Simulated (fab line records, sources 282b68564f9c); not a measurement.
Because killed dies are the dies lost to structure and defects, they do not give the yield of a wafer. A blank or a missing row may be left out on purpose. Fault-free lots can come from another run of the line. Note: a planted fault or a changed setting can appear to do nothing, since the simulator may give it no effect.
Which tool did it? + flow ritCmos + 39 wafers from 13 lots sampled at 2 of the route's 202 steps

WHAT THE GAUGES READ, wafer by wafer
RIT_ACTIVE_CD_MEAS_11: target cd 1400 nm. Usual: 1401.1 nm for cdNm, sd 1.9.
| lot  | measured    | on       | cdNm (nm)            | flag |
|------|-------------|----------|----------------------|------|
| L192 | day 1 14:41 | cdSem-01 | 1400.0 1397.9 1399.9 |      |
| L193 | day 1 19:26 | cdSem-02 | 1399.7 1401.6 1401.9 |      |
| L195 | day 2 05:37 | cdSem-02 | 1401.2 1401.5 1400.7 |      |
| L196 | day 2 10:40 | cdSem-02 | 1399.9 1399.3 1398.8 |      |
| L198 | day 2 20:28 | cdSem-02 | 1399.3 1400.4 1399.9 |      |
| L199 | day 3 01:40 | cdSem-02 | 1401.6 1403.6 1402.8 |      |
| L200 | day 3 06:34 | cdSem-01 | 1398.4 1398.8 1398.2 |      |
| L201 | day 3 13:32 | cdSem-02 | 1401.8 1402.4 1399.3 |      |
| L202 | day 3 16:26 | cdSem-02 | 1403.6 1402.1 1404.0 |      |
| L203 | day 3 22:03 | cdSem-02 | 1396.5 1398.9 1399.6 |      |
| L205 | day 4 07:28 | cdSem-02 | 1400.5 1398.8 1400.0 |      |
| L206 | day 4 12:34 | cdSem-01 | 1282.8 1282.2 1282.9 | OFF  |
| L212 | day 5 18:26 | cdSem-01 | 1401.4 1402.9 1402.8 |      |

TOOL THAT RAN EACH LOT (tool first, then ch and the chambers of the sampled wafers, then the start)
| lot  | RIT_ACTIVE_EXPOSE_08              |
|------|-----------------------------------|
| L192 | ilineStepper-01 ch 0, day 1 14:09 |
| L193 | ilineStepper-01 ch 0, day 1 19:02 |
| L195 | ilineStepper-01 ch 0, day 2 05:13 |
| L196 | ilineStepper-02 ch 0, day 2 10:12 |
| L198 | ilineStepper-02 ch 0, day 2 20:04 |
| L199 | ilineStepper-01 ch 0, day 3 01:16 |
| L200 | ilineStepper-02 ch 0, day 3 06:10 |
| L201 | ilineStepper-01 ch 0, day 3 13:00 |
| L202 | ilineStepper-01 ch 0, day 3 16:02 |
| L203 | ilineStepper-02 ch 0, day 3 21:39 |
| L205 | ilineStepper-02 ch 0, day 4 07:04 |
| L206 | ilineStepper-01 ch 0, day 4 12:10 |
| L212 | ilineStepper-01 ch 0, day 5 18:02 |
- RIT_ACTIVE_EXPOSE_08: exposes mask M1, target cd 1400 nm.

AS READ BY THE TOOLS THEMSELVES (means over the sampled wafers that have a number; for cases with no such wafer, the mark the record gives instead)
The record holds no such reading with a usual standard deviation.

THE ANSWER, worked out from the rows above alone
Rule: take the mean of a lot's wafers that have a number; if it is more than 3 standard deviations from the usual mean, the lot is off. Also off: a lot with no number at a reading for which 4 or more lots have one. The other lots that the step has rows for count as sound. After the gauges, taken in route order, come the tools' own readings; for these a lot's mean is taken, as printed above. At the first step where some lot is off, the reading lying furthest off is the one used; lots without a number count as furthest.
Off: L206 (RIT_ACTIVE_CD_MEAS_11, cdNm).
A tool fits if, at a process step before that reading, it ran every lot that is off, and no sound lot after the first of them. Gauges at RIT_ACTIVE_CD_MEAS_11: tried the same way as those tools. None of those tried fits.

WHAT THE SIMULATOR PUT IN
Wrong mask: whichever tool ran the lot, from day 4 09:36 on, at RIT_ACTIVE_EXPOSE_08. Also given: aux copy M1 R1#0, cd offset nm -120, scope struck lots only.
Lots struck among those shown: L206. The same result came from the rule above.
